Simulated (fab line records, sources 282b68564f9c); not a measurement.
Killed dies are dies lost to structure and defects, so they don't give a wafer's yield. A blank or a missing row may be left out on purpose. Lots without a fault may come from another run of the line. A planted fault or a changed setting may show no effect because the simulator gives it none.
A struck lot beside a sound one | flow rit_cmos | 15 steps out of a route of 202
Sound: wafers L139.1, L139.4, L139.5. Struck: wafers L130.1, L130.4, L130.6. The cause comes at the end.
At each step with rows: each side's tool, then ch and its chambers, then its first start. Under that, the readings that differ: sound wafers | struck wafers | difference of the means | sigmas: that difference in standard deviations of wafers without a fault.
alike: readings whose means differ by less than 2 such deviations, and words and numbers that are the same on both sides. not compared: withheld readings, readings that some wafer has no value for, bounds like >300 that may hide the same value, and numbers for which the record gives no deviation and whose values overlap.
The two part at a step that has a row with sigmas, a row that says differs or no value, or rows on one side only. Numbers that don't overlap but have no deviation are shown without sigmas and don't part them. A reading that every wafer of one side lacks parts them only if that side has two wafers or more.

first, 4 steps without rows for these wafers: RIT_PLDD_SOFTBAKE_02 (time 60 s); RIT_PLDD_EXPOSE_03 (exposes mask M8, target cd 40900 nm); RIT_PLDD_PEB_04; RIT_PLDD_DEVELOP_05 (develop time 50 s).
RIT_PLDD_OVL_MEAS_06:
  sound on overlay-01, day 6 23:23; struck on overlay-02, day 5 01:31
  alike: PLDD_OVL
then, 2 steps without rows for these wafers: RIT_PLDD_HARDBAKE_07 (time 60 s); RIT_PLDD_IMPLANT_08.
RIT_PLDD_STRIP_09: strips in O2, time 180 s.
  sound on plasma_asher-04 ch 0,1, day 6 23:44; struck on plasma_asher-04 ch 0,1, day 5 01:51
  alike: drypump_motor_current_A
  not compared: rf_hours_counter_h
RIT_PLDD_TW_MEAS_10:
  sound on film_metro-02, day 6 23:54; struck on film_metro-01, day 5 02:02
  alike: PLDD_TW
then, 3 steps without rows for these wafers: RIT_SPACER_CLEAN_00 (cleans in SC1, time 600 s); RIT_SPACER_CLEAN_01 (cleans in dHF, time 30 s); RIT_SPACER_CLEAN_02 (cleans in SC2, time 600 s).
RIT_SPACER_CVD_03: deposits Si3N4 from SiH2Cl2/NH3, target thk 250 nm, time 3300 s.
  sound on lpcvd-02 ch 1, day 7 00:20; struck on lpcvd-02 ch 1, day 5 05:30
  alike: pressure_mtorr, zone_power_source_pct
RIT_SPACER_THK_MEAS_04:
  sound on film_metro-03, day 7 02:14; struck on film_metro-02, day 5 08:43
  reading                 | sound             | struck            | difference | sigmas
  SPACER_NITRIDE_THK (nm) | 247.6 248.8 249.1 | 497.0 493.0 494.8 | +246.4     | +99 or more
RIT_M1_PROBE_99:
  the record has rows for the sound wafers here (prober-01, day 7 13:28) and none for the struck ones

WHERE THEY PART
First at RIT_SPACER_THK_MEAS_04; last, within this record, at RIT_M1_PROBE_99.

WHY: what the simulator had put in
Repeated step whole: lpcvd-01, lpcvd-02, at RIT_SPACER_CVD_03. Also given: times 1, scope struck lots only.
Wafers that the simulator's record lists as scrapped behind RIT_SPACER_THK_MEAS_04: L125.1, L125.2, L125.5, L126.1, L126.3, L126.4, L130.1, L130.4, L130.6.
